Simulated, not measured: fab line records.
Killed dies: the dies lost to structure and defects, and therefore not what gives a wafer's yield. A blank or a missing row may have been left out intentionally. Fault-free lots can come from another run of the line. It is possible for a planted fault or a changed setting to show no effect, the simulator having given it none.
fab line records -- flow berkeleyCmos170 -- part 1 of 2: steps 1 to 30 of 41
record: lots: 5, wafers: 15, lastDay: 12
route steps=331 shown ACTIVE@75 PFIELD@79 FIELD@89 SACOX@97 SCREENOX@100 NVT@104 PVT@115
lots untouched by any fault: they come from a run of this same line in which no faults occurred
startH: the number of hours between the record's first day and the start of the first shown wafer of the lot -- waitH: time in hours since the lot's previous step -- " identical to the entry in the row above -- L1.1+2: a row that stands for several wafers -- - no value, or no start given -- * or withheld: withheld -- < > ~ a bound
route shown NAME@n: a module of which the file shows steps, and the number in the route of the first -- usual: the fault-free wafers' mean and standard deviation -- same: alike in all rows -- chamber/n: place in a boat -- sites: per-site readings -- _std_site: standard deviation across them -- _edge_site: mean of outer sites minus mean of inner sites -- radiusMm: how far each site lies from the wafer's centre -- mask NAME#n: copy n -- behind: the tool/chamber that last shaped the wafer -- hold: reason for holding the lot/hours on hold/outcome of the hold -- device: which transistor (n, p or np) failed to switch -- end of line: the route-end tests of the same wafers -- for a step that has no rows: nothing shown but its recipe -- killed: dies that structure and defects cost at the first sort, which is not the same as the wafer's yield -- map: the dies of a wafer, with x for killed, . for not killed, _ for no die there
set.NAME: the setting as run; set.NAME@STEP: as run at that earlier step -- model.NAME: the simulator's own value behind a step, which no gauge read
certain route steps with their lots: each step a table, each wafer a row
services: from which hour (startH, from the record's first day; less than 0 if before it) a tool's chamber was out of use, for how many hours, and why
== steps ==
step: UCB170_ACTIVE_ETCH_15
recipe: chemistry: CH3F/Ar/O2, target: Si3N4, stopOn: SiO2, CH3F_flow_sccm: 20, Ar_flow_sccm: 50, O2_flow_sccm: 7, pressureMtorr: 50, rfW: 450, targetDepthA: 2420, overEtchFrac: 0.1039, timeS: 151
usual: chamberPressureMTorr: 50.00/0.046, drypumpMotorCurrentA: 5.7/0.47, oesProductAu: 0.932/0.013, throttleValvePct: 8.09/0.16
lot.wafer,tool,chamber,startH,waitH,chamberPressureMTorr,drypumpMotorCurrentA,oesProductAu,rfHoursCounterH,throttleValvePct
L081.1,rieDiel-02,2,109.76,0.0,50.02,5.9,0.949,24,8.28
L081.2,rieDiel-02,0,109.76,0.0,49.97,5.7,0.933,69,7.94
L081.4,rieDiel-02,3,109.76,0.0,50.03,6.0,0.910,13,8.06
L085.2,rieDiel-04,1,128.93,0.0,50.07,4.8,0.958,159,8.31
L085.4,rieDiel-04,2,128.93,0.0,49.93,6.4,0.928,-,8.32
L085.5,rieDiel-04,3,128.93,0.0,49.98,5.0,0.919,-,8.09
L087.2,rieDiel-03,0,141.03,0.0,50.02,6.0,0.939,149,7.96
L087.3,rieDiel-03,0,141.03,0.0,50.00,6.0,0.931,-,7.95
L087.6,rieDiel-03,1,141.03,0.0,50.01,6.0,0.913,-,7.90
L092.1,rieDiel-03,3,169.03,0.0,50.02,5.5,0.957,1,7.85
L092.2,rieDiel-03,2,169.03,0.0,50.02,5.7,0.939,87,8.25
L092.6,rieDiel-03,3,169.03,0.0,49.91,5.5,0.958,-,7.86
L097.2,rieDiel-02,1,192.58,0.0,50.05,5.9,0.939,100,7.91
L097.5,rieDiel-02,3,192.58,0.0,49.89,6.0,0.920,-,8.07
L097.6,rieDiel-02,0,192.58,0.0,49.91,5.7,0.942,-,7.94
step: UCB170_ACTIVE_STRIP_16
recipe: chemistry: O2, powerW: 400, pressureMtorr: 3500, platenTempC: withheld, o2FlowSccm: 400, overashFraction: 0.5
usual: chamberPressureMTorr: 3500/3.1, drypumpMotorCurrentA: 5.9/0.42, oesProductAu: 0.721/0.0047, stripTimeToEndpointS: 18.07/0.086
lot.wafer,tool,chamber,startH,waitH,chamberPressureMTorr,drypumpMotorCurrentA,oesProductAu,rfHoursCounterH,stripTimeToEndpointS
L081.1,plasmaAsher-03,0,109.86,0.1,3503,6.0,0.720,41,18.12
L081.2,plasmaAsher-03,1,109.86,0.1,3504,5.5,0.727,41,18.12
L081.4,plasmaAsher-03,0,109.86,0.1,3501,6.0,0.720,-,18.05
L085.2,plasmaAsher-03,0,129.03,0.1,3499,6.0,0.720,43,18.09
L085.4,plasmaAsher-03,1,129.03,0.1,3500,5.5,0.718,-,17.95
L085.5,plasmaAsher-03,1,129.03,0.1,3498,5.5,0.725,-,18.14
L087.2,plasmaAsher-02,0,141.18,0.1,3499,5.8,0.717,34,18.11
L087.3,plasmaAsher-02,0,141.18,0.1,3498,5.8,0.714,-,18.11
L087.6,plasmaAsher-02,0,141.18,0.1,3506,5.8,0.725,-,18.01
L092.1,plasmaAsher-04,0,169.13,0.1,3504,6.3,0.727,5,18.06
L092.2,plasmaAsher-04,1,169.13,0.1,3501,5.3,0.727,5,18.20
L092.6,plasmaAsher-04,1,169.13,0.1,3498,5.3,0.723,-,18.09
L097.2,plasmaAsher-04,0,192.68,0.1,3499,6.3,0.722,7,17.86
L097.5,plasmaAsher-04,1,192.68,0.1,3502,5.3,0.715,-,17.98
L097.6,plasmaAsher-04,0,192.68,0.1,3501,6.2,0.727,-,18.06
step: UCB170_ACTIVE_CD_MEAS_90
recipe: targetCdNm: 1200
usual: cdNm: 1200.1/1.3
lot.wafer,tool,chamber,startH,waitH,cdNm
L081.1,cdSem-01,-,109.96,0.1,1198.7
L081.2,cdSem-01,-,109.96,0.1,1198.3
L081.4,cdSem-01,-,109.96,0.1,1198.1
L085.2,cdSem-01,-,129.15,0.1,1201.4
L085.4,cdSem-01,-,129.15,0.1,1198.4
L085.5,cdSem-01,-,129.15,0.1,1200.4
L087.2,cdSem-01,-,141.30,0.1,1200.3
L087.3,cdSem-01,-,141.30,0.1,1200.0
L087.6,cdSem-01,-,141.30,0.1,1200.9
L092.1,cdSem-01,-,169.23,0.1,1201.3
L092.2,cdSem-01,-,169.23,0.1,1202.3
L092.6,cdSem-01,-,169.23,0.1,1202.5
L097.2,cdSem-01,-,192.80,0.1,1201.5
L097.5,cdSem-01,-,192.80,0.1,1201.5
L097.6,cdSem-01,-,192.80,0.1,1200.7
step: UCB170_ACTIVE_CLEAN_17
recipe: chemistry: SPM, tempC: 120, timeS: 600
lot.wafer,tool,chamber,startH,waitH
L081.1+2+4,wetBench-04,3,110.08,0.1
L085.2+4+5,wetBench-04,1,129.25,0.1
L087.2+3+6,wetBench-03,1,141.53,0.2
L092.1+2+6,wetBench-03,2,169.35,0.1
L097.2+5+6,wetBench-04,3,193.85,1.0
step: UCB170_PFIELD_HMDS_00
recipe: primeTimeS: 60, primeTempC: 100
lot.wafer,tool,chamber,startH,waitH
L081.1+2+4,lithoTrack-02,0,110.49,0.2
L085.2+4+5,lithoTrack-01,0,129.58,0.2
L087.2+3+6,lithoTrack-02,0,141.92,0.2
L092.1+2+6,lithoTrack-01,0,170.02,0.5
L097.2+5+6,lithoTrack-02,0,194.58,0.6
step: UCB170_PFIELD_COAT_01
recipe: resist: KrF, spinRpm: 1500, resistThkNm: 900
lot.wafer,tool,chamber,startH,waitH
L081.1+2+4,lithoTrack-02,0,110.64,0.1
L085.2+4+5,lithoTrack-01,0,129.73,0.1
L087.2+3+6,lithoTrack-02,0,142.07,0.1
L092.1+2+6,lithoTrack-01,0,170.17,0.1
L097.2+5+6,lithoTrack-02,0,194.73,0.1
step: UCB170_PFIELD_SOFTBAKE_02
recipe: resist: KrF, tempC: 130, timeS: 60
usual: plateTempC: 130.01/0.13
lot.wafer,tool,chamber,startH,waitH,plateTempC
L081.1,lithoTrack-02,0,110.79,0.1,129.93
L081.2,lithoTrack-02,0,110.79,0.1,129.90
L081.4,lithoTrack-02,0,110.79,0.1,130.13
L085.2,lithoTrack-01,0,129.88,0.1,129.93
L085.4,lithoTrack-01,0,129.88,0.1,129.93
L085.5,lithoTrack-01,0,129.88,0.1,129.75
L087.2,lithoTrack-02,0,142.22,0.1,129.85
L087.3,lithoTrack-02,0,142.22,0.1,130.08
L087.6,lithoTrack-02,0,142.22,0.1,129.84
L092.1,lithoTrack-01,0,170.32,0.1,129.88
L092.2,lithoTrack-01,0,170.32,0.1,129.63
L092.6,lithoTrack-01,0,170.32,0.1,129.69
L097.2,lithoTrack-02,0,194.88,0.1,130.01
L097.5,lithoTrack-02,0,194.88,0.1,130.00
L097.6,lithoTrack-02,0,194.88,0.1,129.85
step: UCB170_PFIELD_EXPOSE_03
recipe: maskId: PFIELD, na: 0.5, sigmaOuter: 0.6, sourceShape: conventional, targetCdNm: 1500, doseMj: 30
usual: exposureDoseMJCm2: 30.001/0.029
lot.wafer,tool,chamber,startH,waitH,mask,exposureDoseMJCm2
L081.1,krfScanner-01,0,111.08,0.3,PFIELD#0,29.943
L081.2,krfScanner-01,0,111.08,0.3,PFIELD#0,29.946
L081.4,krfScanner-01,0,111.08,0.3,PFIELD#0,29.976
L085.2,krfScanner-01,0,130.03,0.1,PFIELD#0,29.984
L085.4,krfScanner-01,0,130.03,0.1,PFIELD#0,30.019
L085.5,krfScanner-01,0,130.03,0.1,PFIELD#0,29.987
L087.2,krfScanner-01,0,142.72,0.5,PFIELD#0,29.997
L087.3,krfScanner-01,0,142.72,0.5,PFIELD#0,29.987
L087.6,krfScanner-01,0,142.72,0.5,PFIELD#0,30.024
L092.1,krfScanner-02,0,170.47,0.1,PFIELD#0,30.035
L092.2,krfScanner-02,0,170.47,0.1,PFIELD#0,30.027
L092.6,krfScanner-02,0,170.47,0.1,PFIELD#0,30.035
L097.2,krfScanner-01,0,195.03,0.1,PFIELD#0,30.015
L097.5,krfScanner-01,0,195.03,0.1,PFIELD#0,29.997
L097.6,krfScanner-01,0,195.03,0.1,PFIELD#0,29.998
step: UCB170_PFIELD_PEB_04
recipe: pebTempC: 130, pebTimeS: withheld, resist: KrF
usual: plateTempC: 130.02/0.14
lot.wafer,tool,chamber,startH,waitH,plateTempC
L081.1,lithoTrack-01,0,111.51,0.4,129.98
L081.2,lithoTrack-01,0,111.51,0.4,130.01
L081.4,lithoTrack-01,0,111.51,0.4,130.18
L085.2,lithoTrack-02,0,130.15,0.1,130.11
L085.4,lithoTrack-02,0,130.15,0.1,130.26
L085.5,lithoTrack-02,0,130.15,0.1,130.24
L087.2,lithoTrack-04,0,143.20,0.5,129.91
L087.3,lithoTrack-04,0,143.20,0.5,129.61
L087.6,lithoTrack-04,0,143.20,0.5,129.88
L092.1,lithoTrack-02,0,170.96,0.5,130.02
L092.2,lithoTrack-02,0,170.96,0.5,130.01
L092.6,lithoTrack-02,0,170.96,0.5,129.95
L097.2,lithoTrack-04,0,195.51,0.5,130.27
L097.5,lithoTrack-04,0,195.51,0.5,130.10
L097.6,lithoTrack-04,0,195.51,0.5,130.10
step: UCB170_PFIELD_DEVELOP_05
recipe: developer: TMAH, developTimeS: 45, resist: KrF, devTempC: 21
same: developTimeS: 45
lot.wafer,tool,chamber,startH,waitH
L081.1+2+4,lithoTrack-01,0,-,-
L085.2+4+5,lithoTrack-02,0,-,-
L087.2+3+6,lithoTrack-04,0,-,-
L092.1+2+6,lithoTrack-02,0,-,-
L097.2+5+6,lithoTrack-04,0,-,-
step: UCB170_PFIELD_OVL_MEAS_06
usual: PFIELD_OVL: 0/5
lot.wafer,tool,chamber,startH,waitH,PFIELD_OVL[nm]
L081.1,overlay-02,-,111.79,-,-4
L081.2,overlay-02,-,111.79,-,4
L081.4,overlay-02,-,111.79,-,0
L085.2,overlay-02,-,130.40,-,-1
L085.4,overlay-02,-,130.40,-,-4
L085.5,overlay-02,-,130.40,-,2
L087.2,overlay-02,-,143.46,-,1
L087.3,overlay-02,-,143.46,-,-2
L087.6,overlay-02,-,143.46,-,-2
L092.1,overlay-02,-,171.23,-,9
L092.2,overlay-02,-,171.23,-,1
L092.6,overlay-02,-,171.23,-,0
L097.2,overlay-02,-,195.77,-,0
L097.5,overlay-02,-,195.77,-,3
L097.6,overlay-02,-,195.77,-,-3
step: UCB170_PFIELD_IMPLANT_07
recipe: species: B, doseCm2: 2.018e+13, energyKev: 80, tiltDeg: 7
usual: beamEnergyKeV: 80.005/0.023
lot.wafer,tool,chamber,startH,waitH,beamEnergyKeV
L081.1,implanter-01,0,111.82,0.0,80.006
L081.2,implanter-01,0,111.82,0.0,80.014
L081.4,implanter-01,0,111.82,0.0,80.003
L085.2,implanter-02,0,130.46,0.0,79.984
L085.4,implanter-02,0,130.46,0.0,80.034
L085.5,implanter-02,0,130.46,0.0,79.973
L087.2,implanter-03,0,143.51,0.0,79.965
L087.3,implanter-03,0,143.51,0.0,79.980
L087.6,implanter-03,0,143.51,0.0,79.970
L092.1,implanter-02,0,171.27,0.0,79.986
L092.2,implanter-02,0,171.27,0.0,79.984
L092.6,implanter-02,0,171.27,0.0,80.058
L097.2,implanter-01,0,195.83,0.0,80.004
L097.5,implanter-01,0,195.83,0.0,80.041
L097.6,implanter-01,0,195.83,0.0,80.001
step: UCB170_PFIELD_STRIP_08
recipe: chemistry: O2, powerW: 400, pressureMtorr: 3500, platenTempC: withheld, o2FlowSccm: 400, overashFraction: 0.5
usual: chamberPressureMTorr: 3501/8.7, drypumpMotorCurrentA: 5.7/0.44, oesProductAu: 0.734/0.0045, stripTimeToEndpointS: 21.65/0.071
lot.wafer,tool,chamber,startH,waitH,chamberPressureMTorr,drypumpMotorCurrentA,oesProductAu,rfHoursCounterH,stripTimeToEndpointS
L081.1,plasmaAsher-01,0,111.97,0.1,3496,5.1,0.730,42,21.59
L081.2,plasmaAsher-01,1,111.97,0.1,3496,5.5,0.732,42,21.65
L081.4,plasmaAsher-01,1,111.97,0.1,3498,5.5,0.737,-,21.60
L085.2,plasmaAsher-02,0,130.58,0.1,3501,5.8,0.734,33,21.65
L085.4,plasmaAsher-02,1,130.58,0.1,3498,6.5,0.739,-,21.62
L085.5,plasmaAsher-02,1,130.58,0.1,3501,6.5,0.735,-,21.64
L087.2,plasmaAsher-02,1,143.64,0.1,3505,6.5,0.735,34,21.53
L087.3,plasmaAsher-02,0,143.64,0.1,3502,5.8,0.730,-,21.56
L087.6,plasmaAsher-02,1,143.64,0.1,3499,6.5,0.740,-,21.69
L092.1,plasmaAsher-03,1,171.42,0.1,3496,5.5,0.738,48,21.67
L092.2,plasmaAsher-03,0,171.42,0.1,3501,6.0,0.737,48,21.69
L092.6,plasmaAsher-03,0,171.42,0.1,3502,6.0,0.727,-,21.64
L097.2,plasmaAsher-01,0,195.95,0.1,3597,5.2,0.734,51,21.52
L097.5,plasmaAsher-01,0,195.95,0.1,3496,5.1,0.740,-,21.50
L097.6,plasmaAsher-01,1,195.95,0.1,3500,5.5,0.732,-,21.58
step: UCB170_PFIELD_TW_MEAS_09
usual: PFIELD_TW: 605/3
lot.wafer,tool,chamber,startH,waitH,PFIELD_TW
L081.1,filmMetro-04,-,112.07,0.1,601
L081.2,filmMetro-04,-,112.07,0.1,603
L081.4,filmMetro-04,-,112.07,0.1,603
L085.2,filmMetro-04,-,130.69,0.1,608
L085.4,filmMetro-04,-,130.69,0.1,606
L085.5,filmMetro-04,-,130.69,0.1,606
L087.2,filmMetro-04,-,143.75,0.1,610
L087.3,filmMetro-04,-,143.75,0.1,609
L087.6,filmMetro-04,-,143.75,0.1,606
L092.1,filmMetro-03,-,171.52,0.1,607
L092.2,filmMetro-03,-,171.52,0.1,606
L092.6,filmMetro-03,-,171.52,0.1,609
L097.2,filmMetro-01,-,196.06,0.1,599
L097.5,filmMetro-01,-,196.06,0.1,600
L097.6,filmMetro-01,-,196.06,0.1,601
step: UCB170_FIELD_CLEAN_00
recipe: chemistry: dHF, dilution: 25:1, timeS: 7.5
lot.wafer,tool,chamber,startH,waitH
L081.1+2+4,wetBench-04,1,112.14,0.1
L085.2+4+5,wetBench-01,1,130.78,0.1
L087.2+3+6,wetBench-01,0,143.80,0.0
L092.1+2+6,wetBench-02,0,171.58,0.1
L097.2+5+6,wetBench-01,1,196.43,0.4
step: UCB170_FIELD_OXIDATION_01
recipe: tempC: 1000, ambient: H2O, pH2oTorr: 584.62, targetThkA: 5583, oxTimeS: 7200
usual: oxTempC: 1000.0/0.46
lot.wafer,tool,chamber,startH,waitH,oxTempC
L081.1,furnace-02,0,114.68,2.5,1000.1
L081.2,furnace-02,0,114.68,2.5,1000.3
L081.4,furnace-02,0,114.68,2.5,999.6
L085.2,furnace-01,0,132.47,1.7,999.8
L085.4,furnace-01,0,132.47,1.7,1000.3
L085.5,furnace-01,0,132.47,1.7,1000.4
L087.2,furnace-01,0,147.67,3.9,1000.1
L087.3,furnace-01,0,147.67,3.9,1000.0
L087.6,furnace-01,0,147.67,3.9,999.5
L092.1,furnace-02,0,174.97,3.4,999.4
L092.2,furnace-02,0,174.97,3.4,999.1
L092.6,furnace-02,0,174.97,3.4,1000.1
L097.2,furnace-01,0,198.55,2.1,999.4
L097.5,furnace-01,0,198.55,2.1,999.5
L097.6,furnace-01,0,198.55,2.1,999.9
step: UCB170_FIELD_THK_MEAS_02
recipe: reads: SiO2_of_FIELD_OXIDATION_01
usual: FIELD_OXIDE_THK: 561/11
lot.wafer,tool,chamber,startH,waitH,FIELD_OXIDE_THK[nm]
L081.1,filmMetro-04,-,117.68,0.0,570
L081.2,filmMetro-04,-,117.68,0.0,570
L081.4,filmMetro-04,-,117.68,0.0,571
L085.2,filmMetro-04,-,135.52,0.1,554
L085.4,filmMetro-04,-,135.52,0.1,564
L085.5,filmMetro-04,-,135.52,0.1,558
L087.2,filmMetro-02,-,150.68,0.0,539
L087.3,filmMetro-02,-,150.68,0.0,533
L087.6,filmMetro-02,-,150.68,0.0,535
L092.1,filmMetro-02,-,177.97,0.0,565
L092.2,filmMetro-02,-,177.97,0.0,562
L092.6,filmMetro-02,-,177.97,0.0,561
L097.2,filmMetro-04,-,201.56,0.0,557
L097.5,filmMetro-04,-,201.56,0.0,563
L097.6,filmMetro-04,-,201.56,0.0,571
step: UCB170_FIELD_ANNEAL_03
recipe: tempC: 1000, timeS: 1200, ambient: N2
lot.wafer,tool,chamber,startH,waitH
L081.1+2+4,furnace-01,0,119.23,1.5
L085.2+4+5,furnace-02,0,138.48,3.0
L087.2+3+6,furnace-02,0,154.35,3.7
L092.1+2+6,furnace-02,0,184.65,6.7
L097.2+5+6,furnace-01,0,204.23,2.7
step: UCB170_FIELD_WET_ETCH_04
recipe: chemistry: dHF, dilution: 10:1, target: SiO2, tempC: 25, timeS: 60
lot.wafer,tool,chamber,startH,waitH
L081.1+2+4,wetBench-02,1,120.56,0.0
L085.2+4+5,wetBench-04,1,139.82,0.0
L087.2+3+6,wetBench-04,2,155.68,0.0
L092.1+2+6,wetBench-01,1,186.03,0.0
L097.2+5+6,wetBench-04,2,205.57,0.0
step: UCB170_FIELD_WET_ETCH_05
recipe: chemistry: H3PO4, target: Si3N4, tempC: 160, timeS: 12600
lot.wafer,tool,chamber,startH,waitH
L081.1+2+4,wetBench-01,0,120.58,0.0
L085.2+4+5,wetBench-02,1,139.84,0.0
L087.2+3+6,wetBench-01,2,155.71,0.0
L092.1+2+6,wetBench-01,1,186.05,0.0
L097.2+5+6,wetBench-04,1,205.62,0.0
step: UCB170_FIELD_WET_ETCH_06
recipe: chemistry: BOE, dilution: 5:1, target: SiO2, tempC: 25, timeS: 22
lot.wafer,tool,chamber,startH,waitH
L081.1+2+4,wetBench-02,2,124.09,0.0
L085.2+4+5,wetBench-01,3,143.35,0.0
L087.2+3+6,wetBench-02,3,159.22,0.0
L092.1+2+6,wetBench-01,2,189.56,0.0
L097.2+5+6,wetBench-02,2,213.28,0.0
step: UCB170_FIELD_THK_MEAS_90
recipe: reads: SiO2_of_FIELD_OXIDATION_01
usual: FIELD_OXIDE_LEFT_1_THK: 444/11
lot.wafer,tool,chamber,startH,waitH,FIELD_OXIDE_LEFT_1_THK[nm]
L081.1,filmMetro-02,-,124.11,0.0,453
L081.2,filmMetro-02,-,124.11,0.0,453
L081.4,filmMetro-02,-,124.11,0.0,455
L085.2,filmMetro-04,-,143.37,0.0,435
L085.4,filmMetro-04,-,143.37,0.0,445
L085.5,filmMetro-04,-,143.37,0.0,440
L087.2,filmMetro-02,-,159.24,0.0,420
L087.3,filmMetro-02,-,159.24,0.0,413
L087.6,filmMetro-02,-,159.24,0.0,415
L092.1,filmMetro-02,-,189.58,0.0,449
L092.2,filmMetro-02,-,189.58,0.0,445
L092.6,filmMetro-02,-,189.58,0.0,445
L097.2,filmMetro-02,-,213.31,0.0,441
L097.5,filmMetro-02,-,213.31,0.0,447
L097.6,filmMetro-02,-,213.31,0.0,454
step: UCB170_SACOX_CLEAN_00
recipe: chemistry: dHF, dilution: 25:1, timeS: 7.5
lot.wafer,tool,chamber,startH,waitH
L081.1+2+4,wetBench-01,1,124.17,0.1
L085.2+4+5,wetBench-01,0,143.42,0.0
L087.2+3+6,wetBench-01,3,159.29,0.0
L092.1+2+6,wetBench-01,3,189.64,0.1
L097.2+5+6,wetBench-02,2,213.36,0.0
step: UCB170_SACOX_OXIDATION_01
recipe: tempC: 900, ambient: O2, targetThkA: 144, oxTimeS: 2400
usual: oxTempC: 899.9/0.46
lot.wafer,tool,chamber,startH,waitH,oxTempC
L081.1,furnace-02,0,128.82,4.6,900.1
L081.2,furnace-02,0,128.82,4.6,900.6
L081.4,furnace-02,0,128.82,4.6,900.1
L085.2,furnace-02,0,147.02,3.6,900.0
L085.4,furnace-02,0,147.02,3.6,899.8
L085.5,furnace-02,0,147.02,3.6,899.2
L087.2,furnace-02,0,162.35,3.0,900.5
L087.3,furnace-02,0,162.35,3.0,899.9
L087.6,furnace-02,0,162.35,3.0,900.0
L092.1,furnace-02,0,190.24,0.6,900.2
L092.2,furnace-02,0,190.24,0.6,900.6
L092.6,furnace-02,0,190.24,0.6,900.7
L097.2,furnace-01,0,214.17,0.8,899.9
L097.5,furnace-01,0,214.17,0.8,899.7
L097.6,furnace-01,0,214.17,0.8,900.3
step: UCB170_SACOX_THK_MEAS_02
recipe: reads: SiO2_of_SACOX_OXIDATION_01
usual: SACOX_OXIDE_THK: 14.39/0.23
lot.wafer,tool,chamber,startH,waitH,SACOX_OXIDE_THK[nm]
L081.1,filmMetro-01,-,130.48,0.0,14.18
L081.2,filmMetro-01,-,130.48,0.0,14.13
L081.4,filmMetro-01,-,130.48,0.0,13.95
L085.2,filmMetro-04,-,148.69,0.0,14.37
L085.4,filmMetro-04,-,148.69,0.0,14.23
L085.5,filmMetro-04,-,148.69,0.0,14.31
L087.2,filmMetro-02,-,164.03,0.0,14.36
L087.3,filmMetro-02,-,164.03,0.0,14.59
L087.6,filmMetro-02,-,164.03,0.0,14.37
L092.1,filmMetro-01,-,191.96,0.1,14.16
L092.2,filmMetro-01,-,191.96,0.1,14.36
L092.6,filmMetro-01,-,191.96,0.1,14.22
L097.2,filmMetro-02,-,215.84,0.0,14.59
L097.5,filmMetro-02,-,215.84,0.0,14.50
L097.6,filmMetro-02,-,215.84,0.0,14.54
step: UCB170_SCREENOX_WET_ETCH_00
recipe: chemistry: dHF, dilution: 25:1, target: SiO2, tempC: 25, timeS: 200
lot.wafer,tool,chamber,startH,waitH
L081.1+2+4,wetBench-01,1,130.54,0.1
L085.2+4+5,wetBench-03,3,148.76,0.1
L087.2+3+6,wetBench-03,3,164.97,0.9
L092.1+2+6,wetBench-01,2,192.09,0.1
L097.2+5+6,wetBench-01,2,216.54,0.7
step: UCB170_SCREENOX_OXIDATION_01
recipe: tempC: 900, ambient: O2, targetThkA: 144, oxTimeS: 2400
usual: oxTempC: 900.1/0.43
lot.wafer,tool,chamber,startH,waitH,oxTempC
L081.1,furnace-04,0,133.52,2.9,901.0
L081.2,furnace-04,0,133.52,2.9,900.2
L081.4,furnace-04,0,133.52,2.9,900.4
L085.2,furnace-04,0,151.72,2.9,900.0
L085.4,furnace-04,0,151.72,2.9,900.3
L085.5,furnace-04,0,151.72,2.9,900.1
L087.2,furnace-03,0,166.63,1.6,899.7
L087.3,furnace-03,0,166.63,1.6,900.3
L087.6,furnace-03,0,166.63,1.6,900.7
L092.1,furnace-03,0,195.89,3.7,900.1
L092.2,furnace-03,0,195.89,3.7,900.3
L092.6,furnace-03,0,195.89,3.7,899.9
L097.2,furnace-01,0,216.61,0.0,899.8
L097.5,furnace-01,0,216.61,0.0,900.2
L097.6,furnace-01,0,216.61,0.0,900.5
step: UCB170_SCREENOX_THK_MEAS_02
recipe: reads: SiO2_of_SCREENOX_OXIDATION_01
usual: SCREENOX_OXIDE_THK: 14.3/0.33
lot.wafer,tool,chamber,startH,waitH,SCREENOX_OXIDE_THK[nm]
L081.1,filmMetro-02,-,135.18,0.0,14.5
L081.2,filmMetro-02,-,135.18,0.0,14.4
L081.4,filmMetro-02,-,135.18,0.0,14.5
L085.2,filmMetro-01,-,153.39,0.0,14.5
L085.4,filmMetro-01,-,153.39,0.0,14.1
L085.5,filmMetro-01,-,153.39,0.0,14.3
L087.2,filmMetro-01,-,168.31,0.0,14.2
L087.3,filmMetro-01,-,168.31,0.0,14.2
L087.6,filmMetro-01,-,168.31,0.0,14.2
L092.1,filmMetro-01,-,197.56,0.0,14.2
L092.2,filmMetro-01,-,197.56,0.0,14.1
L092.6,filmMetro-01,-,197.56,0.0,13.9
L097.2,filmMetro-03,-,218.29,0.0,14.3
L097.5,filmMetro-03,-,218.29,0.0,14.5
L097.6,filmMetro-03,-,218.29,0.0,14.6
step: UCB170_SCREENOX_ANNEAL_03
recipe: tempC: 900, timeS: 900, ambient: N2
lot.wafer,tool,chamber,startH,waitH
L081.1+2+4,furnace-04,0,137.77,2.6
L085.2+4+5,furnace-03,0,156.38,3.0
L087.2+3+6,furnace-03,0,173.52,5.2
L092.1+2+6,furnace-03,0,198.81,1.2
L097.2+5+6,furnace-01,0,218.34,0.0
step: UCB170_NVT_HMDS_00
recipe: primeTimeS: 60, primeTempC: 100
lot.wafer,tool,chamber,startH,waitH
L081.1+2+4,lithoTrack-02,0,139.42,0.4
L085.2+4+5,lithoTrack-03,0,158.02,0.4
L087.2+3+6,lithoTrack-02,0,174.80,0.0
L092.1+2+6,lithoTrack-01,0,200.47,0.4
L097.2+5+6,lithoTrack-02,0,220.14,0.6
